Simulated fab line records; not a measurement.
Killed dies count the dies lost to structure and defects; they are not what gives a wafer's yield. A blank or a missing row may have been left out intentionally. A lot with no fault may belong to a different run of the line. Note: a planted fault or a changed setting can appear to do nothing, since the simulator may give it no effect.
Split-lot experiment :: flow berkeleyCmos170 :: 5 lots, 23 wafers read, on a route of 331 steps

== THE SPLIT ITSELF ==
At UCB170_ACTIVE_EXPOSE_10 (exposes mask ACTIVE, target cd 1200 nm), the setting doseMj was moved away from the recipe's 20 on 6 of the 23 wafers read, by -4.9% to +7.3%. All remaining wafers had this setting at the recipe value.

== FROM THE SPLIT TO THE READING: what the file shows between them, 5 steps ==
- UCB170_ACTIVE_PEB_11
- UCB170_ACTIVE_DEVELOP_12: develop time 45 s
- UCB170_ACTIVE_CD_MEAS_13: target cd 1200 nm
- UCB170_ACTIVE_ETCH_15: etches Si3N4 in CH3F/Ar/O2, stops on SiO2, target depth 242 nm, time 151 s
- UCB170_ACTIVE_STRIP_16: strips in O2

== THE READING ==
At UCB170_ACTIVE_CD_MEAS_90: cdNm in nanometres, against a target cd of 1200 nm. Typical for fault-free wafers on this fab line: 1199.4 nm, with standard deviation 1 nm.

wafer: L075.1
tool, chamber at the split: krfScanner-01, 0
doseMj as run: 21.46
against the recipe: +7.3%
cdNm, nm: 1187.2
against lot-mates on the recipe: -12.1

wafer: L075.2
tool, chamber at the split: krfScanner-01, 0
doseMj as run: 21.46
against the recipe: +7.3%
cdNm, nm: 1187.1
against lot-mates on the recipe: -12.2

wafer: L075.3
tool, chamber at the split: krfScanner-01, 0
doseMj as run: 20
against the recipe: recipe
cdNm, nm: 1199.4
against lot-mates on the recipe: -

wafer: L075.4
tool, chamber at the split: krfScanner-01, 0
doseMj as run: 20
against the recipe: recipe
cdNm, nm: 1199.2
against lot-mates on the recipe: -

wafer: L075.6
tool, chamber at the split: krfScanner-01, 0
doseMj as run: 20
against the recipe: recipe
cdNm, nm: 1199.3
against lot-mates on the recipe: -

wafer: L076.2
tool, chamber at the split: krfScanner-02, 0
doseMj as run: 20
against the recipe: recipe
cdNm, nm: 1200.1
against lot-mates on the recipe: -

wafer: L076.3
tool, chamber at the split: krfScanner-02, 0
doseMj as run: 20
against the recipe: recipe
cdNm, nm: 1200.0
against lot-mates on the recipe: -

wafer: L076.4
tool, chamber at the split: krfScanner-02, 0
doseMj as run: 20
against the recipe: recipe
cdNm, nm: 1200.3
against lot-mates on the recipe: -

wafer: L076.5
tool, chamber at the split: krfScanner-02, 0
doseMj as run: 20
against the recipe: recipe
cdNm, nm: 1201.0
against lot-mates on the recipe: -

wafer: L076.6
tool, chamber at the split: krfScanner-02, 0
doseMj as run: 20
against the recipe: recipe
cdNm, nm: 1200.0
against lot-mates on the recipe: -

wafer: L078.2
tool, chamber at the split: krfScanner-01, 0
doseMj as run: 20
against the recipe: recipe
cdNm, nm: 1198.6
against lot-mates on the recipe: -

wafer: L078.3
tool, chamber at the split: krfScanner-01, 0
doseMj as run: 20
against the recipe: recipe
cdNm, nm: 1198.8
against lot-mates on the recipe: -

wafer: L078.4
tool, chamber at the split: krfScanner-01, 0
doseMj as run: 19.57
against the recipe: -2.1%
cdNm, nm: 1201.9
against lot-mates on the recipe: +3.7

wafer: L078.5
tool, chamber at the split: krfScanner-01, 0
doseMj as run: 19.57
against the recipe: -2.1%
cdNm, nm: 1201.9
against lot-mates on the recipe: +3.7

wafer: L078.6
tool, chamber at the split: krfScanner-01, 0
doseMj as run: 20
against the recipe: recipe
cdNm, nm: 1197.1
against lot-mates on the recipe: -

wafer: L081.1
tool, chamber at the split: krfScanner-01, 0
doseMj as run: 20
against the recipe: recipe
cdNm, nm: 1199.4
against lot-mates on the recipe: -

wafer: L081.3
tool, chamber at the split: krfScanner-01, 0
doseMj as run: 20
against the recipe: recipe
cdNm, nm: 1197.9
against lot-mates on the recipe: -

wafer: L081.4
tool, chamber at the split: krfScanner-01, 0
doseMj as run: 20
against the recipe: recipe
cdNm, nm: 1198.8
against lot-mates on the recipe: -

wafer: L084.1
tool, chamber at the split: krfScanner-02, 0
doseMj as run: 20
against the recipe: recipe
cdNm, nm: 1199.7
against lot-mates on the recipe: -

wafer: L084.2
tool, chamber at the split: krfScanner-02, 0
doseMj as run: 20
against the recipe: recipe
cdNm, nm: 1199.3
against lot-mates on the recipe: -

wafer: L084.3
tool, chamber at the split: krfScanner-02, 0
doseMj as run: 19.01
against the recipe: -4.9%
cdNm, nm: 1209.3
against lot-mates on the recipe: +10.0

wafer: L084.5
tool, chamber at the split: krfScanner-02, 0
doseMj as run: 19.01
against the recipe: -4.9%
cdNm, nm: 1208.2
against lot-mates on the recipe: +8.9

wafer: L084.6
tool, chamber at the split: krfScanner-02, 0
doseMj as run: 20
against the recipe: recipe
cdNm, nm: 1198.9
against lot-mates on the recipe: -

FIT RESULTS
A straight line over all 23 wafers: cdNm changes by -1.71 nm for each +1% of doseMj; r = -0.98; the points scatter about the line by 0.94 nm.
The same after taking each lot's own level away (the mean of its wafers on the recipe; 23 wafers): -1.74 nm for each +1%; r = -0.99; scatter 0.54 nm.
The reading moves by 13 nm for the largest change in doseMj, on that fit.
The span of the lots' own levels, 1198.17 to 1200.28 nm, comes to 2.1 times the standard deviation stated above.
Consequently the slope shifts little with the lot-to-lot level, the two slopes agreeing.
Check: for one of the wafers moved furthest among these (+7.3%), held out of the fit, the line's prediction against its lot-mates is -12.9 nm. It came out at -12.1 nm against them.

== FURTHER SPLITS ON THESE WAFERS ==
These wafers also went through other splits before the reading. Each is held against what the fit with the lots' levels taken away leaves over:
other split on the same wafers: UCB170_ZERO_ETCH_06 overEtchFrac
wafers away from the commonest value: 9
r with cdNm (lot level and that fit taken away): +0.04

other split on the same wafers: UCB170_NWELL_CVD_04 sih2cl2FlowSccm
wafers away from the commonest value: 18
r with cdNm (lot level and that fit taken away): -0.14

other split on the same wafers: UCB170_PWELL_OXIDATION_02 tempC
wafers away from the commonest value: 13
r with cdNm (lot level and that fit taken away): +0.09

other split on the same wafers: UCB170_WELLDRIVE_OXIDATION_01 tempC
wafers away from the commonest value: 15
r with cdNm (lot level and that fit taken away): +0.09

other split on the same wafers: UCB170_ACTIVE_OXIDATION_02 oxTimeS
wafers away from the commonest value: 10
r with cdNm (lot level and that fit taken away): +0.14

== THE WHOLE CHAIN: every reading that the file lists as answering this split, in the file's order ==
step: UCB170_ACTIVE_CD_MEAS_13
what it does: target cd 1200 nm
reading: cdNm
change (the file's fit): -1.7 nm for each +1% of the setting
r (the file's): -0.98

step: UCB170_ACTIVE_ETCH_15
what it does: etches Si3N4 in CH3F/Ar/O2, stops on SiO2, target depth 242 nm, time 151 s
reading: ACTIVE.cdNm (the simulator's own value, which no gauge read)
change (the file's fit): -1.74 nm for each +1% of the setting
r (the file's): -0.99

step: UCB170_ACTIVE_CD_MEAS_90
what it does: target cd 1200 nm
reading: cdNm
change (the file's fit): -1.74 nm for each +1% of the setting
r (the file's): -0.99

== FILE'S OWN FIT ==
cdNm changes by -1.74 nm for each +1% of doseMj, r = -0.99.
